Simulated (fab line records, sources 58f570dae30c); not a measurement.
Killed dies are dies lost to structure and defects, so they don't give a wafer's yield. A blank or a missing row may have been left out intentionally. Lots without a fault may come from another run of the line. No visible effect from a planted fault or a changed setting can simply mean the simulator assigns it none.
A lot that was struck, set against a sound lot -- flow berkeley_cmos170 -- 26 steps out of a route of 331
Sound: these wafers, L762.4, L762.5, L762.6. The struck wafers were L767.1, L767.3, L767.5. The cause comes at the end.
Per side, at each step with rows, come the tool, then ch with its chambers, and then its first start. Under that, the readings that differ: sound wafers -- struck wafers -- difference of the means -- sigmas: that difference in standard deviations of wafers without a fault.
alike: readings with means less than 2 such deviations apart, plus words and numbers identical on both sides. not compared: withheld readings, readings lacking a value on some wafer, bounds such as >300 that could conceal the same value, and numbers that have no deviation in the record and whose values overlap.
Wherever a step has rows on one side only, a row that says differs or no value, or a row with sigmas, the two part there. Numbers that have no deviation but don't overlap get no sigmas and don't part them. A reading missing from all wafers of one side parts the sides only when that side holds two or more wafers.

first, 2 steps without rows for these wafers: UCB170_NWELL_PEB_10; UCB170_NWELL_DEVELOP_11 (develop time 45 s).
UCB170_NWELL_OVL_MEAS_12:
  sound on overlay-02, day 2 04:10; struck on overlay-02, day 3 15:34
  alike: NWELL_OVL
UCB170_NWELL_ETCH_13: etches Si3N4 in CH3F/Ar/O2, stops on SiO2, target depth 246.4 nm, time 154 s.
  sound on rie_diel-04 ch 1,2, day 2 04:11; struck on rie_diel-03 ch 1,2,3, day 3 15:35
  alike: drypump_motor_current_A, oes_product_au, rf_fwd_power_W, throttle_valve_pct
  not compared: rf_hours_counter_h
next, for these wafers, 1 step has no rows: UCB170_NWELL_IMPLANT_14.
UCB170_NWELL_STRIP_15: strips in O2.
  sound on plasma_asher-04 ch 0,1, day 2 04:28; struck on plasma_asher-04 ch 0, day 3 15:51
  alike: drypump_motor_current_A, oes_product_au, strip_time_to_endpoint_s
  not compared: rf_hours_counter_h
UCB170_NWELL_TW_MEAS_16:
  sound on film_metro-04, day 2 04:34; struck on film_metro-02, day 3 15:57
reading,sound,struck,difference,sigmas
NWELL_TW,1238 1241 1243,1255 1255 1252,+13,+2
then, 5 steps without rows for these wafers: UCB170_NWELL_CLEAN_17 (cleans in SPM, time 600 s); UCB170_NWELL_WET_ETCH_18 (etches Si3N4 in H3PO4, time 14400 s); UCB170_NWELL_WET_ETCH_19 (etches SiO2 in BOE, time 22 s); UCB170_PWELL_CLEAN_00 (cleans in SPM, time 600 s); UCB170_PWELL_CLEAN_01 (cleans in dHF, time 60 s).
UCB170_PWELL_OXIDATION_02: target thk 26.4 nm, ox time 1260 s.
  sound on furnace-01 ch 0, day 2 12:23; struck on furnace-01 ch 0, day 4 01:37
reading,sound,struck,difference,sigmas
model.SiO2_of_PWELL_OXIDATION_02.thk_nm (nm),25.54 25.95 25.53,33.29 33.02 33.39,+7.56,
  alike: spike_tc_load_C
UCB170_PWELL_THK_MEAS_03:
  sound on film_metro-03, day 2 13:49; struck on film_metro-03, day 4 03:11
reading,sound,struck,difference,sigmas
PWELL_OXIDE_THK (nm),25.5 25.9 25.6,33.3 33.0 33.4,+7.6,+14
  not compared: hold
then, 1 step without rows for these wafers: UCB170_PWELL_CVD_05 (deposits Si3N4 from SiH2Cl2/NH3, target thk 220 nm, time 3300 s).
UCB170_PWELL_THK_MEAS_06:
  sound on film_metro-01, day 2 20:13; struck on film_metro-01, day 4 10:04
  alike: PWELL_NITRIDE_THK
then, 6 steps without rows for these wafers: UCB170_PWELL_HMDS_07 (prime time 60 s); UCB170_PWELL_COAT_08 (resist thk 900 nm); UCB170_PWELL_SOFTBAKE_09 (time 60 s); UCB170_PWELL_EXPOSE_10 (exposes mask PWELL, target cd 3000 nm); UCB170_PWELL_PEB_11; UCB170_PWELL_DEVELOP_12 (develop time 45 s).
UCB170_PWELL_OVL_MEAS_13:
  sound on overlay-02, day 2 22:21; struck on overlay-01, day 4 11:34
  alike: PWELL_OVL
UCB170_PWELL_ETCH_14: etches Si3N4 in CH3F/Ar/O2, stops on SiO2, target depth 242 nm, time 151 s.
  sound on rie_diel-03 ch 1,2,3, day 2 22:22; struck on rie_diel-01 ch 0,2, day 4 11:37
reading,sound,struck,difference,sigmas
drypump_motor_current_A (A),4.9 5.3 5.1,5.9 6.8 5.9,+1.1,+2
rf_fwd_power_W (W),446.7 445.8 446.8,450.8 450.4 449.0,+3.6,+2
model.SiO2_of_PWELL_OXIDATION_02.thk_nm (nm),21.85 21.94 21.91,29.67 29.25 29.75,+7.66,
  alike: oes_product_au, throttle_valve_pct
  not compared: rf_hours_counter_h
then, 2 steps without rows for these wafers: UCB170_PWELL_IMPLANT_15; UCB170_M3_PROBE_99.

WHERE THEY PART
First at UCB170_NWELL_TW_MEAS_16; last, within this record, at UCB170_PWELL_ETCH_14.

WHY: what had been put in by the simulator
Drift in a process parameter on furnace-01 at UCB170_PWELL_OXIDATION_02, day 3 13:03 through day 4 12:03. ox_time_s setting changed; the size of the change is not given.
